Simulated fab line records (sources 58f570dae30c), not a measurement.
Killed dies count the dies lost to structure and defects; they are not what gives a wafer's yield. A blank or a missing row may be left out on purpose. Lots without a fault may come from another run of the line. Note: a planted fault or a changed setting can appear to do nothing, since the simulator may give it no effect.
Which of the tools did it?    flow berkeley-cmos170    39 wafers from 13 lots sampled at 4 of the route's 331 steps

## WHAT EACH GAUGE READ, for each wafer
UCB170_M2_CD_MEAS_90: target cd 700 nm. Usual: cd-nm 701 nm, standard deviation 3.4.
lot   measured      on         cd-nm (nm)   flag
L861  day 7 09:37   cd-sem-02  705 700 703  
L862  day 7 19:32   cd-sem-02  701 703 702  
L863  day 8 08:13   cd-sem-01  704 704 702  
L864  day 8 20:16   cd-sem-02  703 697 699  
L867  day 9 04:56   cd-sem-02  706 708 709  
L872  day 10 07:38  cd-sem-01  700 699 699  
L875  day 10 19:02  cd-sem-02  700 701 699  
L876  day 10 19:14  cd-sem-02  707 704 705  
L878  day 11 05:41  cd-sem-02  697 702 698  
L879  day 11 13:33  cd-sem-01  705 704 707  
L877  day 11 14:04  cd-sem-01  699 699 699  
L884  day 12 05:37  cd-sem-01  692 693 698  
L883  day 12 09:22  cd-sem-01  701 697 694  

UCB170_M3_CD_MEAS_90: target cd 700 nm. Usual: cd-nm 702 nm, standard deviation 3.7.
lot   measured      on         cd-nm (nm)   flag
L861  day 7 14:35   cd-sem-01  700 702 702  
L862  day 8 02:42   cd-sem-01  700 700 700  
L863  day 8 13:22   cd-sem-01  707 706 704  
L864  day 9 02:56   cd-sem-01  698 703 704  
L867  day 9 10:25   cd-sem-01  696 698 699  
L872  day 10 12:50  cd-sem-02  705 707 708  
L875  day 11 01:01  cd-sem-01  711 712 706  
L876  day 11 01:10  cd-sem-02  696 697 700  
L878  day 11 12:53  cd-sem-02  703 706 695  
L879  day 11 18:29  cd-sem-01  694 700 695  
L877  day 11 19:26  cd-sem-02  703 705 703  
L884  day 12 11:32  cd-sem-01  695 701 694  
L883  day 12 15:10  cd-sem-01  707 706 704  

## WHICH TOOL RAN EACH LOT (tool, then ch and the chambers of the sampled wafers, then the start)
lot   UCB170_CONTACT_STRIP_19               UCB170_V2_CMP_02
L861  plasma-asher-03 ch 0,1, day 6 16:42   cmp-01 ch 0,2,3, day 7 10:05
L862  plasma-asher-03 ch 0,1, day 7 05:59   cmp-01 ch 1,2,3, day 7 19:52
L863  plasma-asher-04 ch 0,1, day 7 17:22   cmp-01 ch 0,3, day 8 08:29
L864  plasma-asher-02 ch 0,1, day 8 06:22   cmp-01 ch 0,2,3, day 8 20:37
L867  plasma-asher-03 ch 0,1, day 8 15:43   cmp-01 ch 0,1,2, day 9 05:17
L872  plasma-asher-03 ch 0,1, day 9 16:13   cmp-02 ch 1,2,3, day 10 08:05
L875  plasma-asher-02 ch 0,1, day 10 07:19  cmp-01 ch 0,1,3, day 10 19:28
L876  plasma-asher-03 ch 0,1, day 10 07:47  cmp-01 ch 0,1, day 10 19:43
L878  plasma-asher-03 ch 0,1, day 10 18:05  cmp-01 ch 0,2, day 11 06:04
L879  plasma-asher-02 ch 0,1, day 10 20:52  cmp-01 ch 0,1,3, day 11 13:53
L877  plasma-asher-02 ch 0,1, day 10 22:22  cmp-01 ch 0,2,3, day 11 14:21
L884  plasma-asher-04 ch 0,1, day 11 16:28  cmp-01 ch 1,2,3, day 12 06:03
L883  plasma-asher-04 ch 0,1, day 11 20:44  cmp-01 ch 0,2,3, day 12 09:41
- UCB170_CONTACT_STRIP_19: strips in O2.
- UCB170_V2_CMP_02: polishes SiO2.

## AS READ BY THE TOOLS THEMSELVES (means over the sampled wafers that have a number; for cases with no such wafer, the mark the record gives instead)
UCB170_CONTACT_STRIP_19. Usual: drypump-motor-current-A 5.9 A, standard deviation 0.54; oes-product-au 0.725 a.u., standard deviation 0.0049.
lot   tool             drypump-motor-current-A (A)  oes-product-au (a.u.)  flag
L861  plasma-asher-03  6.3                          0.730                  
L862  plasma-asher-03  6.1                          0.727                  
L863  plasma-asher-04  5.8                          0.724                  
L864  plasma-asher-02  5.6                          0.726                  
L867  plasma-asher-03  6.1                          0.726                  
L872  plasma-asher-03  6.1                          0.726                  
L875  plasma-asher-02  5.6                          0.725                  
L876  plasma-asher-03  6.3                          0.723                  
L878  plasma-asher-03  6.1                          0.725                  
L879  plasma-asher-02  5.2                          0.725                  
L877  plasma-asher-02  5.6                          0.724                  
L884  plasma-asher-04  5.8                          0.723                  
L883  plasma-asher-04  5.8                          0.725                  

UCB170_V2_CMP_02. Usual: motor-current-A 16.3 A, standard deviation 1.6.
lot   tool    motor-current-A (A)  flag
L861  cmp-01  15.4                 
L862  cmp-01  16.1                 
L863  cmp-01  16.4                 
L864  cmp-01  15.5                 
L867  cmp-01  15.4                 
L872  cmp-02  15.6                 
L875  cmp-01  16.8                 
L876  cmp-01  16.5                 
L878  cmp-01  15.8                 
L879  cmp-01  17.0                 
L877  cmp-01  15.6                 
L884  cmp-01  15.7                 
L883  cmp-01  15.1                 

## THE ANSWER, worked out from the rows above alone
Rule: take the mean of a lot's wafers that have a number; if it is more than 3 standard deviations from the usual mean, the lot is off. A lot without any number at a reading at which 4 lots or more have one is off too. Any other lot the step has rows for is counted as sound. First the gauges in route order, then the tools' own readings, where a lot's mean is used as printed above. The first step at which some lot is off is used, and at that step the reading that is off furthest; a lot without a number counts as furthest.
No lot is off at any reading shown: from this, nothing can be told.

## WHAT THE SIMULATOR PUT IN
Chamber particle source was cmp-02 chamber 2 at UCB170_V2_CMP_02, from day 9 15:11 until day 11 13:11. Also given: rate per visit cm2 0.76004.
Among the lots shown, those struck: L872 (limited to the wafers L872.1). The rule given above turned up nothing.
